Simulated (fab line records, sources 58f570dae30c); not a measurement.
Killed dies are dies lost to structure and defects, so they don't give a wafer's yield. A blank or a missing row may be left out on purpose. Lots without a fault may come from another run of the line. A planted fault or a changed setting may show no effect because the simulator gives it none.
Which tool did it? | flow berkeley_cmos170 | 14 lots, 42 wafers sampled, at 6 steps of a route of 331

WHAT THE GAUGES READ, wafer by wafer
UCB170_NVT_OVL_MEAS_06.
lot  | measured     | on         | NVT_OVL (nm)
L189 | day 5 10:21  | overlay-01 | 0 2 -1
L190 | day 5 21:02  | overlay-01 | -9 -11 -7
L191 | day 5 21:03  | overlay-02 | -2 -5 -1
L193 | day 6 08:01  | overlay-02 | 2 -6 -5
L198 | day 7 07:09  | overlay-02 | 0 -2 -1
L199 | day 7 15:11  | overlay-02 | -1 2 -2
L201 | day 7 19:24  | overlay-02 | -7 -1 -2
L203 | day 8 08:59  | overlay-02 | -5 -12 -9
L206 | day 8 21:26  | overlay-02 | 6 2 5
L208 | day 9 05:33  | overlay-02 | -2 1 0
L209 | day 9 19:13  | overlay-01 | 0 0 5
L210 | day 9 19:47  | overlay-01 | 2 -8 -6
L211 | day 10 07:13 | overlay-02 | -6 2 0
L212 | day 10 07:13 | overlay-01 | -5 3 -4

UCB170_PLDD_TW_MEAS_11.
lot  | measured     | on            | PLDD_TW
L189 | day 6 03:45  | film_metro-03 | 1002 1004 992
L190 | day 6 15:04  | film_metro-01 | 1014 1002 1017
L191 | day 6 14:46  | film_metro-02 | 1008 1017 1013
L193 | day 6 21:55  | film_metro-02 | 1011 1013 1013
L198 | day 8 00:00  | film_metro-02 | 1015 1013 1013
L199 | day 8 13:02  | film_metro-01 | 1064 1069 1062
L201 | day 8 13:23  | film_metro-01 | 1065 1069 1070
L203 | day 9 00:49  | film_metro-02 | 1012 1015 1015
L206 | day 9 16:14  | film_metro-02 | 1014 1010 1010
L208 | day 9 20:45  | film_metro-03 | 999 997 994
L209 | day 10 13:53 | film_metro-02 | 1014 1016 1017
L210 | day 10 14:26 | film_metro-01 | 1004 1004 1001
L211 | day 10 21:38 | film_metro-02 | 1015 1017 1016
L212 | day 10 21:16 | film_metro-02 | 1021 1018 1018

UCB170_SDANNEAL_RS_MEAS_04: measures by four-point-probe.
lot  | measured     | on            | PLDD_RS (ohm/sq)
L189 | day 6 17:33  | film_metro-02 | 1027.3 1031.6 1029.3
L190 | day 7 02:44  | film_metro-01 | 1031.1 1031.7 1030.9
L191 | day 7 02:22  | film_metro-02 | 1031.3 1026.3 1027.0
L193 | day 7 11:55  | film_metro-02 | 1029.3 1031.0 1030.5
L198 | day 8 11:39  | film_metro-02 | 1030.9 1027.3 1025.5
L199 | day 9 04:08  | film_metro-03 | 889.9 887.3 888.3
L201 | day 9 04:28  | film_metro-02 | 883.3 883.4 887.4
L203 | day 9 14:41  | film_metro-02 | 1028.4 1026.5 1028.6
L206 | day 10 04:25 | film_metro-01 | 1030.5 1033.5 1033.7
L208 | day 10 08:28 | film_metro-01 | 1031.3 1033.0 1031.7
L209 | day 11 00:32 | film_metro-03 | 1030.0 1032.1 1034.3
L210 | day 11 00:55 | film_metro-01 | 1032.3 1030.6 1028.9
L211 | day 11 17:00 | film_metro-03 | 1032.5 1028.4 1031.0
L212 | day 11 16:08 | film_metro-03 | 1029.6 1029.7 1030.7

WHICH TOOL RAN EACH LOT (tool, then ch and the chambers of the sampled wafers, then the start)
lot  | UCB170_GATE_ETCH_14                | UCB170_PLDD_IMPLANT_08          | UCB170_SPACER_CVD_00
L189 | rie_diel-03 ch 1,2,3, day 6 00:44  | implanter-01 ch 0, day 6 03:22  | pecvd-04 ch 0,1,2, day 6 06:26
L190 | rie_diel-04 ch 0,1, day 6 12:46    | implanter-02 ch 0, day 6 14:40  | pecvd-04 ch 0,2, day 6 17:20
L191 | rie_diel-03 ch 0,2,3, day 6 12:29  | implanter-01 ch 0, day 6 14:23  | pecvd-03 ch 0,2, day 6 16:59
L193 | rie_diel-02 ch 1,2,3, day 6 19:40  | implanter-01 ch 0, day 6 21:31  | pecvd-03 ch 0,2, day 7 00:05
L198 | rie_diel-03 ch 0,2,3, day 7 21:58  | implanter-04 ch 0, day 7 23:36  | pecvd-02 ch 0,1,2, day 8 02:01
L199 | rie_diel-02 ch 0,1, day 8 10:21    | implanter-02 ch 0, day 8 12:38  | pecvd-02 ch 0,1,2, day 8 16:49
L201 | rie_diel-03 ch 0,1, day 8 10:54    | implanter-02 ch 0, day 8 12:59  | pecvd-02 ch 0,1,2, day 8 17:00
L203 | rie_diel-02 ch 0,2,3, day 8 22:55  | implanter-04 ch 0, day 9 00:25  | pecvd-02 ch 0,1, day 9 03:42
L206 | rie_diel-03 ch 0,1,3, day 9 14:05  | implanter-01 ch 0, day 9 15:52  | pecvd-02 ch 1,2, day 9 18:17
L208 | rie_diel-03 ch 0,1, day 9 18:02    | implanter-04 ch 0, day 9 20:21  | pecvd-03 ch 0,1, day 9 23:07
L209 | rie_diel-04 ch 1,2,3, day 10 11:44 | implanter-01 ch 0, day 10 13:30 | pecvd-03 ch 1,2, day 10 15:47
L210 | rie_diel-03 ch 1,2,3, day 10 12:08 | implanter-01 ch 0, day 10 14:04 | pecvd-02 ch 0,1, day 10 16:27
L211 | rie_diel-03 ch 0,3, day 10 19:26   | implanter-01 ch 0, day 10 21:14 | pecvd-02 ch 0,1, day 11 00:16
L212 | rie_diel-03 ch 0,3, day 10 18:59   | implanter-04 ch 0, day 10 20:54 | pecvd-03 ch 0,1,2, day 11 00:04
- UCB170_GATE_ETCH_14: etches BARC in N2/H2.
- UCB170_PLDD_IMPLANT_08
- UCB170_SPACER_CVD_00: deposits SiO2 from TEOS/O2, target thk 376 nm, time 47 s.

WHAT THE TOOLS THEMSELVES READ (means of the sampled wafers that have a number; where no wafer has one, the mark that the record gives instead)
UCB170_GATE_ETCH_14.
lot  | tool        | chamber_pressure_mTorr (mTorr) | drypump_motor_current_A (A) | oes_product_au (a.u.) | throttle_valve_pct (%)
L189 | rie_diel-03 | 29.980                         | 6.2                         | 0.999                 | 13.12
L190 | rie_diel-04 | 29.975                         | 5.1                         | 1.010                 | 13.29
L191 | rie_diel-03 | 29.995                         | 5.8                         | 0.998                 | 13.18
L193 | rie_diel-02 | 29.986                         | 5.6                         | 0.987                 | 13.25
L198 | rie_diel-03 | 29.996                         | 5.8                         | 0.995                 | 13.18
L199 | rie_diel-02 | 30.007                         | 5.6                         | 1.021                 | 13.38
L201 | rie_diel-03 | 30.016                         | 5.9                         | 0.992                 | 13.10
L203 | rie_diel-02 | 29.992                         | 5.7                         | 0.985                 | 13.35
L206 | rie_diel-03 | 29.996                         | 5.9                         | 0.995                 | 13.12
L208 | rie_diel-03 | 29.989                         | 5.5                         | 0.991                 | 13.16
L209 | rie_diel-04 | 30.024                         | 5.4                         | 0.998                 | 13.31
L210 | rie_diel-03 | 29.998                         | 6.3                         | 1.002                 | 13.12
L211 | rie_diel-03 | 30.009                         | 5.4                         | 0.985                 | 13.17
L212 | rie_diel-03 | 30.004                         | 5.4                         | 0.996                 | 13.19

UCB170_PLDD_IMPLANT_08.
lot  | tool         | beam_on_s (s) | dose_ions_cm2 | faraday_current_uA
L189 | implanter-01 | 10.00         | 5.004e+13     | 159
L190 | implanter-02 | 9.99          | 4.993e+13     | 159
L191 | implanter-01 | 9.97          | 5.003e+13     | 159
L193 | implanter-01 | 9.91          | 5.000e+13     | 159
L198 | implanter-04 | 10.04         | 5.003e+13     | 158
L199 | implanter-02 | 11.88         | 7.101e+13     | 190
L201 | implanter-02 | 11.89         | 7.102e+13     | 189
L203 | implanter-04 | 9.92          | 4.995e+13     | 160
L206 | implanter-01 | 9.97          | 5.003e+13     | 159
L208 | implanter-04 | 9.96          | 5.006e+13     | 159
L209 | implanter-01 | 10.13         | 5.006e+13     | 156
L210 | implanter-01 | 9.94          | 5.002e+13     | 160
L211 | implanter-01 | 9.90          | 5.002e+13     | 160
L212 | implanter-04 | 10.24         | 5.010e+13     | 154

UCB170_SPACER_CVD_00.
lot  | tool     | heater_power_w (W)
L189 | pecvd-04 | 319
L190 | pecvd-04 | 353
L191 | pecvd-03 | 264
L193 | pecvd-03 | 278
L198 | pecvd-02 | 226
L199 | pecvd-02 | 251
L201 | pecvd-02 | 267
L203 | pecvd-02 | 248
L206 | pecvd-02 | 244
L208 | pecvd-03 | 341
L209 | pecvd-03 | 285
L210 | pecvd-02 | 272
L211 | pecvd-02 | 241
L212 | pecvd-03 | 288

THE ANSWER, worked out from the rows above alone
Rule: what is usual is taken from the lots themselves. Put in order of their means at a reading, lots are off if they are a third of the lots or fewer, leave a main group of 4 or more, and stand apart from it by a gap of 3 or more times the standard deviation of the main group's means; of several such gaps the widest counts. A main group whose means are all the same, to the digits that the tables above print for the reading, isn't used. A lot without any number at a reading at which 4 lots or more have one is off too. The other lots that the step has rows for count as sound. The gauges are gone through in route order, then the tools' own readings, and for those a lot's mean is taken as printed above. The first step at which some lot is off is used, and at that step the reading that is off furthest; a lot without a number counts as furthest.
Off: L199, L201, at UCB170_PLDD_TW_MEAS_11 (PLDD_TW). The main group: mean 1010, standard deviation 6.7.
A tool fits if, at a process step before that reading, it ran every lot that is off, and no sound lot after the first of them. The gauges at UCB170_PLDD_TW_MEAS_11 aren't tried: what is off there is off at UCB170_SDANNEAL_RS_MEAS_04 too, on other tools, and a gauge's error can't cause that. One fits: implanter-02 at UCB170_PLDD_IMPLANT_08. Its last sound lot is L190 (day 6 14:40), its first lot that is off L199 (day 8 12:38): a fault that began between those two fits.
The tool's own readings at UCB170_PLDD_IMPLANT_08 bear it out: on the lots that are off they differ by more than 5 times the standard deviation of the sound lots' means. beam_on_s reads 11.89 s there against 10.00 s on the sound lots; dose_ions_cm2 reads 7.102e+13 there against 5.002e+13 on the sound lots; faraday_current_uA reads 190 there against 158 on the sound lots.

WHAT THE SIMULATOR HAD PUT IN
Process parameter drift: implanter-02, from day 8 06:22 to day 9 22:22, at UCB170_PLDD_IMPLANT_08. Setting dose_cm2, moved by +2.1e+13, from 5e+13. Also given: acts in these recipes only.
Lots struck among those shown: L199, L201. The rule above found the same.
